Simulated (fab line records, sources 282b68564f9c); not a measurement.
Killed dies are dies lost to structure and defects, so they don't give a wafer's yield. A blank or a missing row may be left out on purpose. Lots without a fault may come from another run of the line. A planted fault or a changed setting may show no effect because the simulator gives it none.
fab line records | flow rit_cmos
record lots=6 wafers=18 last_day=6
route steps=202 shown PRETRO@72 GATE@75 FOX2@80
lots that met no fault: from a run of the same line without faults
start_h: hours from the record's first day to the start of the lot's first wafer shown | wait_h: hours since the lot's step before | " the same as in the row above | L1.1+2: a row that stands for several wafers | - no value, or no start given | * or withheld: withheld | < > ~ a bound
route shown NAME@n: a module of which the file shows steps, and the number in the route of the first | usual: mean/standard deviation of fault-free wafers | same: alike in all rows | chamber/n: place in a boat | sites: the reading at each site | _std_site: their standard deviation | _edge_site: outer sites' mean less inner sites' | radius_mm: how far each site lies from the wafer's centre | mask NAME#n: copy n | behind: the tool/chamber that last shaped the wafer | hold: why the lot was held/for how many hours/how that ended | device: the transistor (n, p or np) that didn't switch | end of line: the same wafers' tests at the end of the route | a step without rows: its recipe alone | killed: dies lost to structure and defects at the first sort, not the wafer's yield | map: a wafer's dies, x killed, . not, _ none there
set.NAME: the setting as run; set.NAME@STEP: as run at that earlier step | model.NAME: the simulator's own value behind a step, which no gauge read
lots at some steps of the route; a table a step, a row a wafer
services: from which hour (start_h, from the record's first day; less than 0 if before it) a tool's chamber was out of use, for how many hours, and why
## steps
# step RIT_PRETRO_IMPLANT_08
# recipe species=B energy_kev=45 dose_cm2=1.2e+13 tilt_deg=7
# step RIT_PRETRO_STRIP_09
# recipe chemistry=O2 time_s=180 resist=NOVOLAK platen_temp_c=withheld power_w=500 pressure_mtorr=4000 o2_flow_sccm=4000
# usual drypump_motor_current_A=5.8/0.55
# columns lot.wafer tool chamber start_h wait_h drypump_motor_current_A rf_hours_counter_h
L483.3 plasma_asher-01 0 42.56 0.1 4.9 -
L483.4 " 1 " " 6.3 -
L483.5 " 1 " " 6.3 -
L486.3 plasma_asher-01 1 58.17 0.1 6.4 -
L486.4 " 0 " " 4.9 -
L486.6 " 1 " " 6.3 -
L496.2 plasma_asher-01 0 107.80 0.1 4.9 46
L496.3 " 0 " " 4.9 -
L496.4 " 1 " " 6.4 -
L497.2 plasma_asher-04 1 113.09 0.1 5.9 34
L497.4 " 0 " " 6.3 -
L497.6 " 1 " " 5.9 -
L498.1 plasma_asher-04 0 119.13 0.1 6.3 35
L498.4 " 1 " " 5.9 -
L498.5 " 0 " " 6.3 -
L500.1 plasma_asher-01 0 128.05 0.1 4.9 49
L500.5 " 0 " " 4.9 -
L500.6 " 1 " " 6.3 -
# step RIT_PRETRO_TW_MEAS_10
# usual PRETRO_TW=473.9/2.2
# columns lot.wafer tool chamber start_h wait_h PRETRO_TW
L483.3 film_metro-01 - 42.70 0.1 470.3
L483.4 " - " " 473.4
L483.5 " - " " 472.5
L486.3 film_metro-03 - 58.31 0.1 476.1
L486.4 " - " " 477.6
L486.6 " - " " 476.3
L496.2 film_metro-01 - 107.98 0.1 472.2
L496.3 " - " " 472.0
L496.4 " - " " 472.5
L497.2 film_metro-01 - 113.27 0.1 474.2
L497.4 " - " " 474.0
L497.6 " - " " 472.6
L498.1 film_metro-01 - 119.31 0.1 474.7
L498.4 " - " " 474.5
L498.5 " - " " 474.0
L500.1 film_metro-03 - 128.22 0.1 475.4
L500.5 " - " " 474.5
L500.6 " - " " 476.4
# step RIT_GATE_WET_ETCH_00
# recipe chemistry=BOE target=SiO2 target_depth_nm=56 time_s=60 dry=n2_spin dilution=10:1 temp_c=21.5
# step RIT_GATE_CLEAN_01
# recipe chemistry=SC1 mix=3:3:50 time_s=600 temp_c=75
# step RIT_GATE_CLEAN_02
# recipe chemistry=dHF dilution=50:1 time_s=30
# step RIT_GATE_CLEAN_03
# recipe chemistry=SC2 mix=3:3:50 time_s=600 temp_c=75 dry=n2_spin
# step RIT_GATE_CLEAN_04
# recipe chemistry=dHF dilution=50:1 time_s=60 dry=n2_spin
# step RIT_FOX2_THK_MEAS_91
# recipe reads=SiO2_of_FOX2_OXIDATION_00
# usual FIELD_OXIDE_LEFT_2_THK=254/7
# columns lot.wafer tool chamber start_h wait_h FIELD_OXIDE_LEFT_2_THK[nm]
L483.3 film_metro-04 - 43.18 0.0 258
L483.4 " - " " 253
L483.5 " - " " 257
L486.3 film_metro-02 - 58.80 0.0 268
L486.4 " - " " 268
L486.6 " - " " 264
L496.2 film_metro-04 - 108.46 0.0 261
L496.3 " - " " 257
L496.4 " - " " 259
L497.2 film_metro-01 - 113.75 0.0 248
L497.4 " - " " 250
L497.6 " - " " 250
L498.1 film_metro-01 - 119.80 0.0 250
L498.4 " - " " 256
L498.5 " - " " 248
L500.1 film_metro-04 - 128.72 0.0 245
L500.5 " - " " 244
L500.6 " - " " 240
# step RIT_GATE_OXIDATION_05
# recipe temp_c=900 ambient=O2 target_thk_a=30 ox_time_s=274.8
# step RIT_GATE_ANNEAL_06
# recipe temp_c=900 time_s=600 ambient=N2O
# step RIT_GATE_THK_MEAS_07
# recipe reads=SiO2_of_GATE_OXIDATION_05
# usual GATE_OXIDE_THK=3.06/0.079
# columns lot.wafer tool chamber start_h wait_h GATE_OXIDE_THK[nm]
L483.3 film_metro-02 - 45.22 0.0 3.06
L483.4 " - " " 3.04
L483.5 " - " " 3.10
L486.3 film_metro-02 - 60.49 0.0 3.10
L486.4 " - " " 3.05
L486.6 " - " " 3.14
L496.2 film_metro-02 - 110.83 0.0 3.15
L496.3 " - " " 3.03
L496.4 " - " " 2.97
L497.2 film_metro-04 - 115.37 0.0 3.10
L497.4 " - " " 3.11
L497.6 " - " " 3.13
L498.1 film_metro-01 - 125.19 0.0 3.10
L498.4 " - " " 3.01
L498.5 " - " " 3.04
L500.1 film_metro-01 - 131.58 0.0 3.05
L500.5 " - " " 3.03
L500.6 " - " " 3.08
# step RIT_GATE_CVD_08
# recipe material=poly-Si target_thk_nm=250 temp_c=610 precursor=SiH4 time_s=2220 pressure_mtorr=312.2 sih4_flow_sccm=100
# usual zone_power_centre_pct=27.2/2.9 zone_power_source_pct=11.8/0.77
# columns lot.wafer tool chamber start_h wait_h zone_power_centre_pct zone_power_source_pct model.poly-Si_of_GATE_CVD_08.thk_nm
L483.3 lpcvd-01 1 45.26 0.0 23.4 11.1 253.6
L483.4 " 1 " " 23.3 11.1 254.8
L483.5 " 1 " " 23.8 11.3 255.3
L486.3 lpcvd-02 0 60.53 0.0 30.1 11.2 253.2
L486.4 " 0 " " 30.6 11.1 251.5
L486.6 " 0 " " 30.6 11.2 250.3
L496.2 lpcvd-02 0 110.88 0.0 30.3 11.2 296.5
L496.3 " 0 " " 29.9 11.3 295.3
L496.4 " 0 " " 30.8 11.3 295.9
L497.2 lpcvd-02 0 115.42 0.0 30.3 11.3 294.3
L497.4 " 0 " " 30.7 11.3 293.5
L497.6 " 0 " " 30.1 11.2 294.7
L498.1 lpcvd-02 1 125.25 0.1 25.9 13.0 255
L498.4 " 1 " " 25.9 13.1 253.2
L498.5 " 1 " " 25.4 13.1 252.3
L500.1 lpcvd-01 0 131.64 0.1 27.9 12.2 258.1
L500.5 " 0 " " 27.6 12.4 259.4
L500.6 " 0 " " 27.9 12.6 256.3
# step RIT_GATE_THK_MEAS_09
# recipe reads=poly-Si_of_GATE_CVD_08
# usual GATE_POLY_THK=255.5/2.5
# columns lot.wafer tool chamber start_h wait_h hold GATE_POLY_THK[nm]
L483.3 film_metro-01 - 47.70 0.0 - 253.7
L483.4 " - " " - 254.7
L483.5 " - " " - 255.0
L486.3 film_metro-01 - 62.16 0.0 - 253.1
L486.4 " - " " - 251.5
L486.6 " - " " - 250.3
L496.2 film_metro-04 - 112.51 0.0 await_dispo/0.2h/release 296.4
L496.3 " - " " await_dispo/0.2h/release 295.3
L496.4 " - " " await_dispo/0.2h/release 295.9
L496.2 film_metro-04 - 112.73 0.2 - 296.3
L496.3 " - " " - 294.9
L496.4 " - " " - 296.1
L497.2 film_metro-04 - 117.05 0.0 await_dispo/0.2h/release 294.3
L497.4 " - " " await_dispo/0.2h/release 293.5
L497.6 " - " " await_dispo/0.2h/release 294.9
L497.2 film_metro-04 - 117.37 0.3 - 294.3
L497.4 " - " " - 293.3
L497.6 " - " " - 294.6
L498.1 film_metro-02 - 126.87 0.0 - 254.9
L498.4 " - " " - 253.1
L498.5 " - " " - 252.2
L500.1 film_metro-02 - 133.26 0.0 - 258.1
L500.5 " - " " - 259.2
L500.6 " - " " - 256.3
# step RIT_GATE_COAT_11
# recipe resist=NOVOLAK spin_rpm=4250 resist_thk_nm=850
# step RIT_GATE_SOFTBAKE_12
# recipe resist=NOVOLAK temp_c=90 time_s=60
# step RIT_GATE_EXPOSE_13
# recipe mask_id=M6 na=0.6 source_shape=conventional sigma_outer=0.6 target_cd_nm=150 dose_mj=380
# step RIT_GATE_PEB_14
# recipe resist=NOVOLAK temp_c=withheld time_s=withheld
# step RIT_GATE_DEVELOP_15
# recipe resist=NOVOLAK develop_time_s=50 dev_temp_c=23
# step RIT_GATE_CD_MEAS_16
# recipe target_cd_nm=150
# usual cd_nm=150.5/2.5
# columns lot.wafer tool chamber start_h wait_h cd_nm
L483.3 cd_sem-02 - 48.63 - 151.0
L483.4 " - " " 147.6
L483.5 " - " " 151.2
L486.3 cd_sem-01 - 63.16 - 145.6
L486.4 " - " " 149.8
L486.6 " - " " 149.3
L496.2 cd_sem-01 - 115.99 - 151.8
L496.3 " - " " 150.2
L496.4 " - " " 151.2
L497.2 cd_sem-01 - 122.60 - 148.1
L497.4 " - " " 147.6
L497.6 " - " " 150.7
L498.1 cd_sem-01 - 127.78 - 148.2
L498.4 " - " " 145.4
L498.5 " - " " 144.9
L500.1 cd_sem-01 - 134.29 - 154.2
L500.5 " - " " 154.3
L500.6 " - " " 152.6
# step RIT_GATE_OVL_MEAS_17
# usual GATE_OVL=-0.4/1.2
# columns lot.wafer tool chamber start_h wait_h GATE_OVL[nm]
L483.3 overlay-01 - 48.73 0.1 -0.2
L483.4 " - " " 1.7
L483.5 " - " " 1.0
L486.3 overlay-02 - 63.25 0.1 -0.9
L486.4 " - " " 0.5
L486.6 " - " " -1.1
L496.2 overlay-02 - 116.09 0.1 -0.4
L496.3 " - " " -1.0
L496.4 " - " " -1.5
L497.2 overlay-02 - 122.71 0.1 0.2
L497.4 " - " " -0.7
L497.6 " - " " -0.4
L498.1 overlay-02 - 127.90 0.1 0.8
L498.4 " - " " 0.0
L498.5 " - " " 0.3
L500.1 overlay-01 - 134.41 0.1 -1.7
L500.5 " - " " -1.0
L500.6 " - " " -0.2
# step RIT_GATE_HARDBAKE_18
# recipe resist=NOVOLAK temp_c=140 time_s=60
# step RIT_GATE_ETCH_19
# recipe chemistry=SF6/CHF3/O2 time_s=165 SF6_flow_sccm=30 CHF3_flow_sccm=30 O2_flow_sccm=5 target=poly-Si pressure_mtorr=40 rf_w=160 target_depth_a=3125 over_etch_frac=0.25 stop_on=SiO2
# usual drypump_motor_current_A=5.5/0.47 oes_product_au=0.864/0.016 rf_fwd_power_W=159.4/0.49 throttle_valve_pct=10.14/0.15
# columns lot.wafer tool chamber start_h wait_h drypump_motor_current_A oes_product_au rf_fwd_power_W rf_hours_counter_h throttle_valve_pct model.etch.depth_nm model.GATE.feature_depth_nm
L483.3 rie_si-01 1 48.90 0.1 5.5 0.854 159.6 0 10.22 253.6 253.6
L483.4 " 0 " " 5.8 0.885 160.6 128 10.16 254.8 254.8
L483.5 " 0 " " 5.8 0.884 159.8 - 10.15 255.3 255.3
L486.3 rie_si-02 1 63.42 0.1 4.9 0.864 159.4 88 10.35 253.2 253.2
L486.4 " 1 " " 4.9 0.869 158.8 - 10.36 251.5 251.5
L486.6 " 3 " " 6.2 0.867 160.0 - 10.28 250.3 250.3
L496.2 rie_si-02 2 116.27 0.1 6.0 0.935 159.9 0 10.06 296.5 296.5
L496.3 " 0 " " 4.8 0.934 159.2 0 9.96 295.3 295.3
L496.4 " 3 " " 6.2 0.962 159.2 80 10.27 293.4 293.4
L497.2 rie_si-01 3 122.99 0.1 5.1 0.934 159.0 44 10.14 294.3 294.3
L497.4 " 2 " " 5.7 0.958 159.9 61 9.91 293.5 293.5
L497.6 " 2 " " 5.7 0.953 159.1 - 9.90 294.7 294.7
L498.1 rie_si-02 3 128.08 0.1 6.2 0.871 159.4 80 10.28 255 255
L498.4 " 1 " " 5.0 0.866 158.2 89 10.37 253.2 253.2
L498.5 " 1 " " 5.0 0.868 158.5 - 10.36 252.3 252.3
L500.1 rie_si-01 1 134.60 0.1 5.5 0.862 159.5 1 10.22 258.1 258.1
L500.5 " 0 " " 5.8 0.898 159.0 - 10.14 259.4 259.4
L500.6 " 1 " " 5.5 0.860 159.8 - 10.22 256.3 256.3
# step RIT_GATE_STRIP_20
# recipe chemistry=O2 time_s=180 resist=NOVOLAK platen_temp_c=withheld power_w=500 pressure_mtorr=4000 o2_flow_sccm=4000
# usual drypump_motor_current_A=5.4/0.53
# columns lot.wafer tool chamber start_h wait_h drypump_motor_current_A rf_hours_counter_h
L483.3 plasma_asher-03 0 49.07 0.1 5.6 -
L483.4 " 1 " " 5.6 -
L483.5 " 1 " " 5.7 -
L486.3 plasma_asher-03 1 63.59 0.1 5.7 -
L486.4 " 0 " " 5.6 -
L486.6 " 1 " " 5.7 -
L496.2 plasma_asher-01 0 116.38 0.1 4.9 47
L496.3 " 1 " " 6.3 -
L496.4 " 0 " " 4.9 -
L497.2 plasma_asher-02 0 123.35 0.3 5.2 0
L497.4 " 0 " " 5.1 -
L497.6 " 0 " " 5.2 -
L498.1 plasma_asher-02 0 128.19 0.1 5.2 1
L498.4 " 1 " " 4.7 -
L498.5 " 1 " " 4.6 -
L500.1 plasma_asher-01 1 134.71 0.1 6.4 50
L500.5 " 0 " " 4.9 -
L500.6 " 1 " " 6.3 -
## services
# columns tool chamber start_h hours kind
rie_si-01 1 21.97 - clean
rie_si-01 1 21.97 18.0 scheduled_down
rie_si-01 1 21.97 18.0 vent_cycle
rie_si-02 - 61.70 0.4 repair
rie_si-02 2 62.36 - clean
rie_si-02 2 62.36 17.9 scheduled_down
rie_si-02 2 62.36 17.9 vent_cycle
rie_si-01 0 76.43 2.1 repair
lpcvd-02 - 77.87 0.9 repair
rie_si-02 0 80.27 - clean
rie_si-02 0 80.27 14.3 scheduled_down
rie_si-02 0 80.27 14.3 vent_cycle
plasma_asher-02 - 108.80 9.0 pm
plasma_asher-02 0 108.80 9.0 vent_cycle
plasma_asher-02 1 108.80 9.0 vent_cycle
plasma_asher-02 0 117.80 - clean
plasma_asher-02 1 117.80 - clean
## key
first_sign step=RIT_GATE_THK_MEAS_09 reading=visit direction=added
effect step=RIT_GATE_THK_MEAS_09 reading=GATE_POLY_THK direction=up sigmas=16 usual=255.5 struck=295.0
effect step=RIT_GATE_ETCH_19 reading=oes_product_au direction=up sigmas=5.2 usual=0.864 struck=0.946
model_effect step=RIT_GATE_CVD_08 value=poly-Si_of_GATE_CVD_08.thk_nm without=255.9 struck=295.1
model_effect step=RIT_GATE_ETCH_19 value=etch.depth_nm without=255.9 struck=294.6
met_at RIT_GATE_CVD_08
struck_wafers L496.2,L496.3,L496.4,L497.2,L497.4,L497.6
later_rows_left_out L496.4
sort_left_out L496.2,L496.3,L496.4,L497.2,L497.4,L497.6
tester_left_out L496,L497
onset_between 60.53 110.88
fault kind=process_parameter_drift tool=lpcvd-02 chamber=0 onset_h=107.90 steps=RIT_GATE_CVD_08 channel=target_thk_nm offset=38.36 shape=step end_h=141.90 acts_in=these_recipes_only stated=250
# tester_left_out: of these lots the tester's yield and bins aren't shown, on N5 and GAA mostly nor the transistor test; their killed dies are dies lost to structure and defects alone, not to doping, threshold or leakage, so they don't give the yield
# sort_left_out: the simulated sort isn't trusted on such a fault, so these wafers' sort isn't shown, and their yield isn't known
# later_rows_left_out: the simulator's readings of these wafers behind a module that went badly wrong aren't trusted and aren't shown, but for the sort
